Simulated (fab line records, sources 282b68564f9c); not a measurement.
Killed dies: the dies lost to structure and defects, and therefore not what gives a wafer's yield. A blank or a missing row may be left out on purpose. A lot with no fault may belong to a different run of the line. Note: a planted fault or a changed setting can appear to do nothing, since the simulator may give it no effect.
Struck lot and sound lot, side by side + flow rit cmos + 15 out of 202 route steps
Sound: the wafers L188.3, L188.4, L188.6. Struck: wafers L203.1, L203.5. (L203.2 of the same lot was not struck and is left out.) The cause comes at the end.
Order at every step that has rows: each side's tool, ch and its chambers, its first start. Under that, the readings that differ: sound wafers + struck wafers + difference of the means + sigmas: that difference in standard deviations of wafers without a fault.
alike: same words and numbers on both sides, and readings whose means sit less than 2 such deviations apart. not compared: any withheld reading, any reading some wafer has no value for, any bound like >300 that may hide the same value, and any number with overlapping values for which the record gives no deviation.
The two part at a step that has a row with sigmas, a row that says differs or no value, or rows on one side only. When numbers do not overlap yet have no deviation, they are printed without sigmas and do not part them. A reading that every wafer of one side lacks parts them only if that side has two wafers or more.

RIT_M1_THK_MEAS_02: measures by xrf.
  sound: film metro-04 at day 3 06:29; struck: film metro-04 at day 6 07:17
  alike: M1_AL_THK
then, 6 steps without rows for these wafers: RIT_M1_HMDS_03 (prime time 60 s); RIT_M1_COAT_04 (resist thk 1300 nm); RIT_M1_SOFTBAKE_05 (time 60 s); RIT_M1_EXPOSE_06 (exposes mask M12, target cd 2600 nm); RIT_M1_PEB_07; RIT_M1_DEVELOP_08 (develop time 68 s).
RIT_M1_CD_MEAS_09: the cd target is 2600 nm.
  sound: cd sem-01 at day 3 07:35; struck: cd sem-01 at day 6 08:20
  alike: cd nm
RIT_M1_OVL_MEAS_10:
  sound: overlay-02 at day 3 07:40; struck: overlay-02 at day 6 08:28
  alike: M1_OVL
then, 1 step without rows for these wafers: RIT_M1_HARDBAKE_11 (time 120 s).
RIT_M1_METAL_ETCH_12: etches Al in Cl2/BCl3, stops on SiO2, time 165 s, target depth 600 nm.
  sound on rie metal-04 ch 0,1, day 3 08:00; struck on rie metal-04 ch 0,1, day 6 08:45
  alike: drypump motor current A, oes product au, throttle valve pct
  not compared: rf hours counter h
then, 1 step without rows for these wafers: RIT_M1_STRIP_13 (strips in nmp, time 600 s).
RIT_M1_STRIP_14: strips in O2, time 180 s.
  sound on plasma asher-02 ch 0,1, day 3 08:20; struck on plasma asher-03 ch 0, day 6 09:05
| reading          | sound             | struck      | difference | sigmas |
|------------------|-------------------|-------------|------------|--------|
| run length s (s) | 208.7 208.4 208.3 | 188.3 188.5 | -20.1      | -49    |
  alike: drypump motor current A, o2 flow sccm
  not compared: rf hours counter h
RIT_M1_CD_MEAS_90: the cd target is 2600 nm.
  sound: cd sem-01 at day 3 08:30; struck: cd sem-01 at day 6 09:16
  alike: cd nm
RIT_M1_PROBE_99:
  sound: prober-02 at day 3 10:40; struck: prober-02 at day 6 11:21
| reading                  | sound       | struck | difference | sigmas |
|--------------------------|-------------|--------|------------|--------|
| sort_bin_3_pad_short (%) | 0.4 0.8 0.4 | 0 0    | -1         | -2     |
  alike: defect limited yield, killed at contacts, killed at front end, killed dies, killed open, killed short, sort_bin_5_function, sort_bin_6_memory, sort n pass, sort yield pct

## WHERE THEY PART
Last at RIT_M1_PROBE_99 as far as this record goes, first at RIT_M1_STRIP_14.

WHY: what the simulator had put in
plasma asher-03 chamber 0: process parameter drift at RIT_M1_STRIP_14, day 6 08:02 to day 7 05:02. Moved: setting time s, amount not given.
